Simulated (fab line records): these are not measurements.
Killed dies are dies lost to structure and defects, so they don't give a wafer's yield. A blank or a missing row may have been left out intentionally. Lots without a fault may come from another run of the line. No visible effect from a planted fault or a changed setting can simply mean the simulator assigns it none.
2 desks, one fault / flow ritCmos / numbers are kept per desk, each desk with only its own; the story behind them comes last

AT THE TOOL OWNER'S DESK: implanter-01
The tool's own readings at RIT_NLDD_IMPLANT_08: means of the sampled wafers that have a number, for each lot that ran on this tool. The brackets show how far a lot's mean lies from the usual mean; more than 4 standard deviations puts the lot out of limits, marked OUT.
Columns: A = doseIonsCm2 at RIT_NLDD_IMPLANT_08, usual 5e+14; B = faradayCurrentUA at RIT_NLDD_IMPLANT_08, usual 1576
lot=L828; first seen here=day 2 18:23; A=5e+14; B=1581
lot=L843; first seen here=day 5 22:38; A=7e+14 (+99 or more) OUT; B=2048 (+15) OUT
lot=L846; first seen here=day 6 14:16; A=7e+14 (+99 or more) OUT; B=2006 (+13) OUT
Finding of this desk: L843, L846 out of limits; the first was L843 at day 5 22:38, on doseIonsCm2 at RIT_NLDD_IMPLANT_08. L828 stayed within limits.

FROM THE METROLOGY DESK
Lot by lot, what the gauges showed, no matter which tool ran the lot: averages of those sampled wafers that carry a number. The brackets show how far a lot's mean lies from the usual mean; more than 4 standard deviations puts the lot out of limits, marked OUT.
Columns: A = NLDD_TW at RIT_NLDD_TW_MEAS_10, usual 2478; B = NLDD_RS at RIT_SDANNEAL_RS_MEAS_07, usual 151.7 ohm/sq; C = cdNm at RIT_CONTACT_CD_MEAS_90, usual 1000.5 nm; D = cdNm at RIT_M1_CD_MEAS_90, usual 2600 nm
lot=L828; first seen here=day 2 18:43; A=2500; B=151.7; C=1001.8; D=2602
lot=L829; first seen here=day 3 01:19; A=2457; B=152.0; C=999.2; D=2596
lot=L830; first seen here=day 3 05:36; A=2484; B=151.6; C=1001.1; D=2599
lot=L831; first seen here=day 3 13:02; A=2460; B=151.2; C=999.0; D=2600
lot=L832; first seen here=day 3 15:21; A=2495; B=150.7; C=1001.6; D=2600
lot=L833; first seen here=day 3 18:23; A=2479; B=151.0; C=998.7; D=2599
lot=L834; first seen here=day 4 03:07; A=2489; B=151.2; C=1001.0; D=2602
lot=L843; first seen here=day 5 22:57; A=2676 (+8.6) OUT; B=122.5 (-49) OUT; C=1005.4; D=2598
lot=L846; first seen here=day 6 14:33; A=2628 (+6.5) OUT; B=122.8 (-49) OUT; C=1004.4; D=2598
lot=L847; first seen here=day 6 21:53; A=2519; B=151.7; C=996.7; D=2598
lot=L848; first seen here=day 6 23:41; A=2480; B=151.4; C=1002.4; D=2604
lot=L849; first seen here=day 7 03:24; A=2455; B=151.4; C=999.1; D=2594
lot=L850; first seen here=day 7 08:31; A=2458; B=151.7; C=1000.8; D=2601
This desk reports L843, L846 out of limits; the earliest was L843 at day 5 22:57 (NLDD_TW at RIT_NLDD_TW_MEAS_10). L828, L829, L830, L831, L832, L833, L834, L847, L848, L849, L850 stayed within limits.

TAKEN TOGETHER
An alarm could have come from the tool owner's desk at day 5 22:38, on L843, L846.
L843, L846 would have let the metrology desk raise an alarm at day 5 22:57.
The lots listed all ran RIT_NLDD_IMPLANT_08 on implanter-01.

WHAT WAS PUT IN BY THE SIMULATOR
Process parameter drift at RIT_NLDD_IMPLANT_08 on implanter-01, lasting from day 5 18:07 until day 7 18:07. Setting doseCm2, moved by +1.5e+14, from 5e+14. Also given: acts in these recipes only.
Shown lots that were struck: L843, L846.
Hours from the fault's start to each desk's first reading out of limits: the tool owner's desk, 5; the metrology desk, 5.
